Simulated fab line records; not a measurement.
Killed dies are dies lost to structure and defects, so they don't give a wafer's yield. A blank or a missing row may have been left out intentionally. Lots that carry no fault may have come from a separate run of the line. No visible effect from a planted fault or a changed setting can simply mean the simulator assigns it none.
A struck lot beside a sound one -- flow berkeley-cmos170 -- 15 out of 331 route steps
Sound: the wafers L436.3, L436.4, L436.5. The struck wafers were L446.2, L446.3, L446.4. At the end, the cause is stated.
Per side, at each step with rows, come the tool, then ch with its chambers, and then its first start. Under that, the readings that differ: sound wafers -- struck wafers -- difference of the means -- sigmas: that difference in standard deviations of wafers without a fault.
alike: words and numbers the same on both sides, and readings whose means are apart by under 2 such deviations; not compared: readings that were withheld, readings missing a value for some wafer, numbers with overlapping values and no deviation given by the record, and bounds like >300 which may hide the same value.
The two part at a step that has a row with sigmas, a row that says differs or no value, or rows on one side only. Numbers that have no deviation but don't overlap get no sigmas and don't part them. Lack of a reading on every wafer of one side parts them only where that side has two or more wafers.

UCB170_SPACER_CVD_00: deposits SiO2 from TEOS/O2, target thk 376 nm, time 47 s.
  sound on pecvd-02 ch 0,2, day 7 15:12; struck on pecvd-02 ch 0,1, day 9 17:55
  alike: heater-power-w, rf-fwd-power-W, susceptor-temp-C
  not compared: since-wet-clean-h
UCB170_SPACER_THK_MEAS_01:
  sound on film-metro-01 at day 7 15:16; struck on film-metro-01 at day 9 17:59
  alike: SPACER_TEOS_THK
then, 1 step without rows for these wafers: UCB170_SPACER_ANNEAL_02 (time 1800 s).
UCB170_SPACER_ETCHBACK_03: etches SiO2 in CHF3/CF4/Ar, stops on Si, target depth 376 nm, time 100 s.
  sound on rie-diel-02 ch 0,3, day 7 17:43; struck on rie-diel-01 ch 1,3, day 9 23:24
  alike: drypump-motor-current-A, oes-product-au, rf-fwd-power-W, throttle-valve-pct
  not compared: rf-hours-counter-h
then, 6 steps without rows for these wafers: UCB170_PSD_HMDS_00 (prime time 60 s); UCB170_PSD_COAT_01 (resist thk 900 nm); UCB170_PSD_SOFTBAKE_02 (time 60 s); UCB170_PSD_EXPOSE_03 (exposes mask PSELECT MOD, target cd 1200 nm); UCB170_PSD_PEB_04; UCB170_PSD_DEVELOP_05 (develop time 45 s).
UCB170_PSD_CD_MEAS_06: target cd 1200 nm.
  sound on cd-sem-01 at day 7 19:27; struck on cd-sem-01 at day 10 00:27
  alike: cd-nm
UCB170_PSD_OVL_MEAS_07:
  sound on overlay-02 at day 7 19:32; struck on overlay-01 at day 10 00:34
  alike: PSD_OVL
UCB170_PSD_IMPLANT_08:
  sound on implanter-02 ch 0, day 7 19:37; struck on implanter-01 ch 0, day 10 00:37
reading,sound,struck,difference,sigmas
beam-energy-keV,20.010 20.010 20.007,20.390 20.391 20.391,+0.382,+61
model.implant.drp-nm (nm),28.34 28.34 28.34,28.74 28.74 28.74,+0.40,
UCB170_PSD_STRIP_09: strips in O2.
  sound on plasma-asher-01 ch 0,1, day 7 19:45; struck on plasma-asher-04 ch 0,1, day 10 00:44
reading,sound,struck,difference,sigmas
drypump-motor-current-A (A),5.1 5.9 5.0,6.4 6.4 6.0,+0.9,+2
strip-time-to-endpoint-s (s),29.36 29.42 29.32,29.61 29.54 29.60,+0.22,+3
  alike: oes-product-au
  not compared: rf-hours-counter-h
UCB170_M3_PROBE_99:
  record: rows for the struck wafers here (prober-01, day 11 10:05), none for the sound ones

## WHERE THEY PART
Last at UCB170_M3_PROBE_99 as far as this record goes, first at UCB170_PSD_IMPLANT_08.

WHY: whatever the simulator had introduced
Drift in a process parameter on implanter-01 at UCB170_PSD_IMPLANT_08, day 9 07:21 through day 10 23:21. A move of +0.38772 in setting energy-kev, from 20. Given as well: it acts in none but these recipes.
